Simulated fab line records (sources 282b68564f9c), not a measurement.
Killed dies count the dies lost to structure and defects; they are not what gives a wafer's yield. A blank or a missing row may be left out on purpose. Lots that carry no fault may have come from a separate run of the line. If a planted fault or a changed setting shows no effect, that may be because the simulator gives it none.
Split-lot experiment -- flow rit_cmos -- 23 wafers read across 5 lots, on a route 202 steps long

## ON THE SPLIT
At RIT_NWELL_COAT_01 (resist thk 1300 nm), the setting resist_thk_nm was moved away from the recipe's 1300 nm on 6 of the 23 wafers read, by -4.5% to +5.9%. All remaining wafers had this setting at the recipe value.

## SPLIT TO READING: what lies between them in the file, 1 step
- RIT_NWELL_DEVELOP_05: develop time 68 s (also split here: develop_time_s)

## THE READING
NOVOLAK_of_NWELL_COAT_01.thk_nm (the simulator's own value, which no gauge read), in nm, at RIT_NWELL_HARDBAKE_07 (time 120 s). The file gives no usual value for it. Here, 17 wafers ran the recipe; their average is 1137 nm with a standard deviation of 3.1 nm.

wafer,"tool, chamber at the split","resist_thk_nm as run, nm",against the recipe,"NOVOLAK_of_NWELL_COAT_01.thk_nm, nm",against lot-mates on the recipe
L074.2,"litho_track-03, 0",1300,recipe,1138,-
L074.6,"litho_track-03, 0",1300,recipe,1138,-
L074.3,"litho_track-03, 0",1373,+5.6%,1203,+64
L074.4,"litho_track-03, 0",1373,+5.6%,1202,+63
L074.5,"litho_track-03, 0",1300,recipe,1142,-
L075.2,"litho_track-03, 0",1300,recipe,1132,-
L075.3,"litho_track-03, 0",1300,recipe,1136,-
L075.4,"litho_track-03, 0",1300,recipe,1135,-
L075.5,"litho_track-03, 0",1300,recipe,1134,-
L075.6,"litho_track-03, 0",1300,recipe,1133,-
L076.1,"litho_track-04, 0",1300,recipe,1133,-
L076.2,"litho_track-04, 0",1300,recipe,1135,-
L076.4,"litho_track-04, 0",1377,+5.9%,1199,+64
L076.5,"litho_track-04, 0",1300,recipe,1136,-
L076.6,"litho_track-04, 0",1377,+5.9%,1201,+66
L077.2,"litho_track-01, 0",1242,-4.5%,1091,-50
L077.3,"litho_track-01, 0",1300,recipe,1141,-
L077.4,"litho_track-01, 0",1300,recipe,1141,-
L077.6,"litho_track-01, 0",1300,recipe,1141,-
L077.5,"litho_track-01, 0",1242,-4.5%,1089,-52
L082.1,"litho_track-04, 0",1300,recipe,1135,-
L082.4,"litho_track-04, 0",1300,recipe,1139,-
L082.5,"litho_track-04, 0",1300,recipe,1136,-

THE FIT
A straight line over all 23 wafers: NOVOLAK_of_NWELL_COAT_01.thk_nm changes by +11 nm for each +1% of resist_thk_nm; r = +0.99; the points scatter about the line by 3.2 nm.
The same after taking each lot's own level away (the mean of its wafers on the recipe; 23 wafers): +11.2 nm for each +1%; r = +1.00; scatter 1.4 nm.
The reading moves by 66 nm for the largest change in resist_thk_nm, on that fit.
Measured against the standard deviation above, the lots' own levels, which go from 1134.0 to 1141.0 nm, span 2.3 times it.
The two slopes are in agreement: the lot-to-lot level therefore moves the slope only a little.
Check: for one of the wafers moved furthest among these (+5.9%), held out of the fit, the line's prediction against its lot-mates is +66.8 nm. It came out at +64.3 nm against them.

## THESE WAFERS: OTHER SPLITS
Note: prior to the reading, these wafers also went through further splits. Each is held against what the fit with the lots' levels taken away leaves over:
other split on the same wafers,wafers away from the commonest value,r with NOVOLAK_of_NWELL_COAT_01.thk_nm (lot level and that fit taken away)
RIT_ACTIVE_CVD_03 pressure_mtorr,18,-0.10
RIT_NWELL_DEVELOP_05 develop_time_s,9,-0.20

## THE WHOLE CHAIN: every reading that the file lists as answering this split, in the file's order
step,what it does,reading,change (the file's fit),r (the file's)
RIT_NWELL_COAT_01,resist thk 1300 nm,"NOVOLAK_of_NWELL_COAT_01.thk_nm (the simulator's own value, which no gauge read)",+13 nm for each +1% of the setting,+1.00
RIT_NWELL_HARDBAKE_07,time 120 s,"NOVOLAK_of_NWELL_COAT_01.thk_nm (the simulator's own value, which no gauge read)",+11.2 nm for each +1% of the setting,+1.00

## FILE'S OWN FIT
NOVOLAK_of_NWELL_COAT_01.thk_nm changes by +11.2 nm for each +1% of resist_thk_nm, r = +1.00.
